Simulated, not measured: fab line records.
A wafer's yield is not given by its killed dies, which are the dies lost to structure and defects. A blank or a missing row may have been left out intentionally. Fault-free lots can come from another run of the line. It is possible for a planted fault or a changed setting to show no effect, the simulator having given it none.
A struck lot beside a sound one / flow ritCmos / 14 out of 202 route steps
Sound: wafers L661.1, L661.2, L661.3. Struck: wafers L659.2, L659.4, L659.5. Last of all comes the cause.
For every step that has rows: the tool of each side, followed by ch and its chambers, followed by its first start. Under that, the readings that differ: sound wafers / struck wafers / difference of the means / sigmas: that difference in standard deviations of wafers without a fault.
alike: a reading whose means differ by less than 2 such deviations, as well as words and numbers matching on both sides. not compared: withheld readings; readings where some wafer has no value; bounds like >300 that might hide an equal value; numbers whose values overlap and for which the record gives no deviation.
The two part at a step that has a row with sigmas, a row that says differs or no value, or rows on one side only. Non-overlapping numbers with no deviation appear without sigmas and do not part them. A reading missing from all wafers of one side parts the sides only when that side holds two or more wafers.

first, 2 steps without rows for these wafers: RIT_PSD_HARDBAKE_07 (time 60 s); RIT_PSD_IMPLANT_08.
RIT_PSD_STRIP_09: strips in O2, time 180 s.
  sound on plasmaAsher-02 ch 0,1, day 5 08:10; struck on plasmaAsher-04 ch 0,1, day 4 21:45
  alike: drypumpMotorCurrentA
  not compared: rfHoursCounterH
RIT_PSD_TW_MEAS_10:
  struck on filmMetro-04, day 4 21:56; sound on filmMetro-02, day 5 08:21
  alike: PSD_TW
then, 3 steps without rows for these wafers: RIT_SDANNEAL_CLEAN_00 (cleans in SC1, time 600 s); RIT_SDANNEAL_CLEAN_01 (cleans in dHF, time 30 s); RIT_SDANNEAL_CLEAN_02 (cleans in SC2, time 600 s).
RIT_SDANNEAL_RTA_03: time 5 s.
  sound on rtpAnneal-02 ch 0, day 5 08:46; struck on rtpAnneal-02 ch 0, day 4 22:22
  alike: rampUpCPerS, wafer_temp_C_max
RIT_SDANNEAL_RS_MEAS_04: measurement is done with a four-point probe.
  struck on filmMetro-04, day 4 22:26; sound on filmMetro-04, day 5 08:50
  alike: PSD_RS
RIT_SDANNEAL_RS_MEAS_05: measurement is done with a four-point probe.
  struck on filmMetro-04, day 4 22:33; sound on filmMetro-04, day 5 08:57
  alike: NSD_RS
RIT_SDANNEAL_RS_MEAS_06: measurement is done with a four-point probe.
  struck on filmMetro-04, day 4 22:40; sound on filmMetro-04, day 5 09:04
  alike: PLDD_RS
RIT_SDANNEAL_RS_MEAS_07: measurement is done with a four-point probe.
  struck on filmMetro-04, day 4 22:47; sound on filmMetro-04, day 5 09:11
  alike: NLDD_RS
RIT_SILICIDE_WET_ETCH_00: etches SiO2 in BOE, target depth 14 nm, time 15 s.
  sound on wetBench-03 ch 2, day 5 09:19; struck on wetBench-03 ch 3, day 4 22:53
  no value came back on the struck wafers for bathHeatDutyPct (%), runLengthS (s), tempC (C); on the sound wafers bathHeatDutyPct (%) reads 2.2 1.4 1.8
reading=model.SiO2_of_FOX2_OXIDATION_00.thkNm (nm); sound=155.3 149.3 153.2; struck=176.3 172.4 173; difference=+21.3; sigmas=
RIT_SILICIDE_SPUTTER_01: material Ti, target thk 30 nm, time 240 s.
  struck on pvdSputter-01, day 4 22:54; sound on pvdSputter-01, day 5 09:19
  alike: throttleValvePct

## WHERE THEY PART
Only at RIT_SILICIDE_WET_ETCH_00, within this record. Later steps at which nothing parts them and some readings are alike: RIT_SILICIDE_SPUTTER_01.

WHY: whatever the simulator had introduced
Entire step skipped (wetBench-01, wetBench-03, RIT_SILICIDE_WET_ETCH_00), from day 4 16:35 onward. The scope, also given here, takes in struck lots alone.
